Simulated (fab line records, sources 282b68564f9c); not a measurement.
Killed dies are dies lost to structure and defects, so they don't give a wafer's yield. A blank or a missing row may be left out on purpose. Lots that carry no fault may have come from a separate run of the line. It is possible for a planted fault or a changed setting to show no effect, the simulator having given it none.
Which of the tools did it? || flow rit cmos || 14 lots, 42 wafers sampled, at 4 steps of a route of 202

## WHAT THE GAUGES READ, wafer by wafer
RIT_NLDD_TW_MEAS_10. Usual: for NLDD_TW the level is 2499 and the standard deviation is 17.
{"lot": "L328", "measured": "day 2 21:37", "on": "film metro-03", "NLDD_TW": "2489 2508 2488", "flag": ""}
{"lot": "L329", "measured": "day 3 00:29", "on": "film metro-03", "NLDD_TW": "2498 2499 2509", "flag": ""}
{"lot": "L331", "measured": "day 3 13:09", "on": "film metro-03", "NLDD_TW": "2500 2504 2513", "flag": ""}
{"lot": "L332", "measured": "day 3 15:13", "on": "film metro-04", "NLDD_TW": "2506 2501 2512", "flag": ""}
{"lot": "L333", "measured": "day 4 02:07", "on": "film metro-02", "NLDD_TW": "2471 2461 2464", "flag": ""}
{"lot": "L334", "measured": "day 4 04:23", "on": "film metro-02", "NLDD_TW": "2473 2459 2469", "flag": ""}
{"lot": "L335", "measured": "day 4 06:57", "on": "film metro-04", "NLDD_TW": "2498 2500", "flag": ""}
{"lot": "L337", "measured": "day 4 20:04", "on": "film metro-03", "NLDD_TW": "2484 2504", "flag": ""}
{"lot": "L338", "measured": "day 5 01:07", "on": "film metro-04", "NLDD_TW": "2499 2509 2521", "flag": ""}
{"lot": "L342", "measured": "day 5 18:32", "on": "film metro-04", "NLDD_TW": "2495 2498 2498", "flag": ""}
{"lot": "L344", "measured": "day 6 02:41", "on": "film metro-03", "NLDD_TW": "2516 2516 2508", "flag": ""}
{"lot": "L348", "measured": "day 7 03:31", "on": "film metro-03", "NLDD_TW": "2513 2501 2503", "flag": ""}
{"lot": "L350", "measured": "day 7 10:28", "on": "film metro-02", "NLDD_TW": "2488 2484 2481", "flag": ""}
{"lot": "L351", "measured": "day 7 18:55", "on": "film metro-03", "NLDD_TW": "2494 2519 2499", "flag": ""}

## TOOL THAT RAN EACH LOT (tool first, then ch and the chambers of the sampled wafers, then the start)
{"lot": "L328", "RIT_ACTIVE_STRIP_14": "plasma asher-03 ch 0,1, day 1 15:53", "RIT_NRETRO_STRIP_09": "plasma asher-02 ch 1, day 2 07:56", "RIT_GATE_ETCH_19": "rie si-01 ch 1,2, day 2 16:53"}
{"lot": "L329", "RIT_ACTIVE_STRIP_14": "plasma asher-03 ch 0,1, day 1 20:52", "RIT_NRETRO_STRIP_09": "plasma asher-01 ch 0,1, day 2 13:08", "RIT_GATE_ETCH_19": "rie si-02 ch 0,2, day 2 19:44"}
{"lot": "L331", "RIT_ACTIVE_STRIP_14": "plasma asher-03 ch 0,1, day 2 06:37", "RIT_NRETRO_STRIP_09": "plasma asher-04 ch 0,1, day 3 00:18", "RIT_GATE_ETCH_19": "rie si-02 ch 0,2, day 3 07:04"}
{"lot": "L332", "RIT_ACTIVE_STRIP_14": "plasma asher-02 ch 0,1, day 2 11:31", "RIT_NRETRO_STRIP_09": "plasma asher-01 ch 0,1, day 3 03:05", "RIT_GATE_ETCH_19": "rie si-01 ch 1,3, day 3 09:46"}
{"lot": "L333", "RIT_ACTIVE_STRIP_14": "plasma asher-03 ch 0,1, day 2 17:17", "RIT_NRETRO_STRIP_09": "plasma asher-04 ch 0,1, day 3 11:29", "RIT_GATE_ETCH_19": "rie si-02 ch 0,2, day 3 21:15"}
{"lot": "L334", "RIT_ACTIVE_STRIP_14": "plasma asher-04 ch 0,1, day 2 20:50", "RIT_NRETRO_STRIP_09": "plasma asher-04 ch 0,1, day 3 15:49", "RIT_GATE_ETCH_19": "rie si-01 ch 1,2,3, day 3 23:04"}
{"lot": "L335", "RIT_ACTIVE_STRIP_14": "plasma asher-04 ch 0,1, day 3 03:55", "RIT_NRETRO_STRIP_09": "plasma asher-02 ch 0,1, day 3 18:25", "RIT_GATE_ETCH_19": "rie si-02 ch 1,2,3, day 4 01:19"}
{"lot": "L337", "RIT_ACTIVE_STRIP_14": "plasma asher-02 ch 0,1, day 3 12:02", "RIT_NRETRO_STRIP_09": "plasma asher-01 ch 0,1, day 4 05:40", "RIT_GATE_ETCH_19": "rie si-02 ch 0,2,3, day 4 14:11"}
{"lot": "L338", "RIT_ACTIVE_STRIP_14": "plasma asher-03 ch 0,1, day 3 19:13", "RIT_NRETRO_STRIP_09": "plasma asher-01 ch 0,1, day 4 10:47", "RIT_GATE_ETCH_19": "rie si-01 ch 1,2, day 4 20:08"}
{"lot": "L342", "RIT_ACTIVE_STRIP_14": "plasma asher-03 ch 0,1, day 4 13:52", "RIT_NRETRO_STRIP_09": "plasma asher-04 ch 0,1, day 5 06:11", "RIT_GATE_ETCH_19": "rie si-01 ch 0,2,3, day 5 13:40"}
{"lot": "L344", "RIT_ACTIVE_STRIP_14": "plasma asher-02 ch 0,1, day 4 23:02", "RIT_NRETRO_STRIP_09": "plasma asher-01 ch 0,1, day 5 14:43", "RIT_GATE_ETCH_19": "rie si-01 ch 0,2, day 5 21:19"}
{"lot": "L348", "RIT_ACTIVE_STRIP_14": "plasma asher-04 ch 0,1, day 5 18:58", "RIT_NRETRO_STRIP_09": "plasma asher-02 ch 0,1, day 6 12:15", "RIT_GATE_ETCH_19": "rie si-01 ch 0,1,2, day 6 21:23"}
{"lot": "L350", "RIT_ACTIVE_STRIP_14": "plasma asher-04 ch 0,1, day 6 05:47", "RIT_NRETRO_STRIP_09": "plasma asher-01 ch 0,1, day 6 20:53", "RIT_GATE_ETCH_19": "rie si-01 ch 2,3, day 7 04:58"}
{"lot": "L351", "RIT_ACTIVE_STRIP_14": "plasma asher-04 ch 0,1, day 6 09:54", "RIT_NRETRO_STRIP_09": "plasma asher-02 ch 0,1, day 7 05:11", "RIT_GATE_ETCH_19": "rie si-02 ch 0,3, day 7 13:26"}
- RIT_ACTIVE_STRIP_14: strips in O2, time 180 s.
- RIT_NRETRO_STRIP_09: strips in O2, time 180 s.
- RIT_GATE_ETCH_19: etches poly-Si in SF6/CHF3/O2, stops on SiO2, time 165 s, target depth 312.5 nm.

## WHAT THE TOOLS THEMSELVES READ (means of the sampled wafers that have a number; where no wafer has one, the mark that the record gives instead)
RIT_ACTIVE_STRIP_14. Usual: drypump motor current A 5.6 A, standard deviation 0.39.
{"lot": "L328", "tool": "plasma asher-03", "drypump motor current A (A)": 5.6, "flag": ""}
{"lot": "L329", "tool": "plasma asher-03", "drypump motor current A (A)": 5.6, "flag": ""}
{"lot": "L331", "tool": "plasma asher-03", "drypump motor current A (A)": 5.3, "flag": ""}
{"lot": "L332", "tool": "plasma asher-02", "drypump motor current A (A)": 5.9, "flag": ""}
{"lot": "L333", "tool": "plasma asher-03", "drypump motor current A (A)": 5.3, "flag": ""}
{"lot": "L334", "tool": "plasma asher-04", "drypump motor current A (A)": 5.5, "flag": ""}
{"lot": "L335", "tool": "plasma asher-04", "drypump motor current A (A)": 5.5, "flag": ""}
{"lot": "L337", "tool": "plasma asher-02", "drypump motor current A (A)": 6.0, "flag": ""}
{"lot": "L338", "tool": "plasma asher-03", "drypump motor current A (A)": 5.6, "flag": ""}
{"lot": "L342", "tool": "plasma asher-03", "drypump motor current A (A)": 5.6, "flag": ""}
{"lot": "L344", "tool": "plasma asher-02", "drypump motor current A (A)": 5.9, "flag": ""}
{"lot": "L348", "tool": "plasma asher-04", "drypump motor current A (A)": 5.5, "flag": ""}
{"lot": "L350", "tool": "plasma asher-04", "drypump motor current A (A)": 5.6, "flag": ""}
{"lot": "L351", "tool": "plasma asher-04", "drypump motor current A (A)": 5.6, "flag": ""}

RIT_NRETRO_STRIP_09. Usual: drypump motor current A 5.5 A, standard deviation 0.42.
{"lot": "L328", "tool": "plasma asher-02", "drypump motor current A (A)": 6.0, "flag": ""}
{"lot": "L329", "tool": "plasma asher-01", "drypump motor current A (A)": 5.0, "flag": ""}
{"lot": "L331", "tool": "plasma asher-04", "drypump motor current A (A)": 5.6, "flag": ""}
{"lot": "L332", "tool": "plasma asher-01", "drypump motor current A (A)": 5.2, "flag": ""}
{"lot": "L333", "tool": "plasma asher-04", "drypump motor current A (A)": 5.5, "flag": ""}
{"lot": "L334", "tool": "plasma asher-04", "drypump motor current A (A)": 5.5, "flag": ""}
{"lot": "L335", "tool": "plasma asher-02", "drypump motor current A (A)": 5.9, "flag": ""}
{"lot": "L337", "tool": "plasma asher-01", "drypump motor current A (A)": 5.2, "flag": ""}
{"lot": "L338", "tool": "plasma asher-01", "drypump motor current A (A)": 5.0, "flag": ""}
{"lot": "L342", "tool": "plasma asher-04", "drypump motor current A (A)": 5.6, "flag": ""}
{"lot": "L344", "tool": "plasma asher-01", "drypump motor current A (A)": 5.0, "flag": ""}
{"lot": "L348", "tool": "plasma asher-02", "drypump motor current A (A)": 6.0, "flag": ""}
{"lot": "L350", "tool": "plasma asher-01", "drypump motor current A (A)": 5.0, "flag": ""}
{"lot": "L351", "tool": "plasma asher-02", "drypump motor current A (A)": 6.0, "flag": ""}

RIT_GATE_ETCH_19. Usual: drypump motor current A 6.0 A, standard deviation 0.45; oes product au 0.842 a.u., standard deviation 0.018; run length s 193.2 s, standard deviation 0.52; throttle valve pct 10.23 %, standard deviation 0.17.
{"lot": "L328", "tool": "rie si-01", "drypump motor current A (A)": 6.4, "oes product au (a.u.)": 0.841, "run length s (s)": 193.1, "throttle valve pct (%)": 10.09, "flag": ""}
{"lot": "L329", "tool": "rie si-02", "drypump motor current A (A)": 5.7, "oes product au (a.u.)": 0.827, "run length s (s)": 192.8, "throttle valve pct (%)": 10.20, "flag": ""}
{"lot": "L331", "tool": "rie si-02", "drypump motor current A (A)": 6.2, "oes product au (a.u.)": 0.829, "run length s (s)": 192.9, "throttle valve pct (%)": 10.36, "flag": ""}
{"lot": "L332", "tool": "rie si-01", "drypump motor current A (A)": 5.9, "oes product au (a.u.)": 0.853, "run length s (s)": 192.8, "throttle valve pct (%)": 10.15, "flag": ""}
{"lot": "L333", "tool": "rie si-02", "drypump motor current A (A)": 5.7, "oes product au (a.u.)": 0.830, "run length s (s)": 193.0, "throttle valve pct (%)": 10.20, "flag": ""}
{"lot": "L334", "tool": "rie si-01", "drypump motor current A (A)": 6.2, "oes product au (a.u.)": 0.847, "run length s (s)": 193.0, "throttle valve pct (%)": 10.17, "flag": ""}
{"lot": "L335", "tool": "rie si-02", "drypump motor current A (A)": 6.0, "oes product au (a.u.)": 0.884, "run length s (s)": 179.7, "throttle valve pct (%)": 10.40, "flag": "OFF"}
{"lot": "L337", "tool": "rie si-02", "drypump motor current A (A)": 5.8, "oes product au (a.u.)": 0.874, "run length s (s)": 179.3, "throttle valve pct (%)": 10.31, "flag": "OFF"}
{"lot": "L338", "tool": "rie si-01", "drypump motor current A (A)": 6.4, "oes product au (a.u.)": 0.851, "run length s (s)": 193.1, "throttle valve pct (%)": 10.19, "flag": ""}
{"lot": "L342", "tool": "rie si-01", "drypump motor current A (A)": 6.1, "oes product au (a.u.)": 0.857, "run length s (s)": 193.5, "throttle valve pct (%)": 10.22, "flag": ""}
{"lot": "L344", "tool": "rie si-01", "drypump motor current A (A)": 6.3, "oes product au (a.u.)": 0.843, "run length s (s)": 193.4, "throttle valve pct (%)": 10.26, "flag": ""}
{"lot": "L348", "tool": "rie si-01", "drypump motor current A (A)": 6.3, "oes product au (a.u.)": 0.852, "run length s (s)": 193.5, "throttle valve pct (%)": 10.13, "flag": ""}
{"lot": "L350", "tool": "rie si-01", "drypump motor current A (A)": 6.1, "oes product au (a.u.)": 0.854, "run length s (s)": 193.3, "throttle valve pct (%)": 10.28, "flag": ""}
{"lot": "L351", "tool": "rie si-02", "drypump motor current A (A)": 5.4, "oes product au (a.u.)": 0.820, "run length s (s)": 192.7, "throttle valve pct (%)": 10.16, "flag": ""}

## THE ANSWER, worked out from the rows above alone
Rule: a lot counts as off when the mean over its wafers that have a number is more than 3 standard deviations away from the usual mean. Also off: a lot with no number at a reading for which 4 or more lots have one. Any other lot the step has rows for is counted as sound. First the gauges in route order, then the tools' own readings, where a lot's mean is used as printed above. The first step at which some lot is off is used, and at that step the reading that is off furthest; a lot without a number counts as furthest.
Off, at RIT_GATE_ETCH_19 on run length s: L335, L337.
A tool fits if, at that step or a process step before it, it ran every lot that is off, and no sound lot after the first of them. None of those tried fits.

## WHAT THE SIMULATOR HAD INSERTED
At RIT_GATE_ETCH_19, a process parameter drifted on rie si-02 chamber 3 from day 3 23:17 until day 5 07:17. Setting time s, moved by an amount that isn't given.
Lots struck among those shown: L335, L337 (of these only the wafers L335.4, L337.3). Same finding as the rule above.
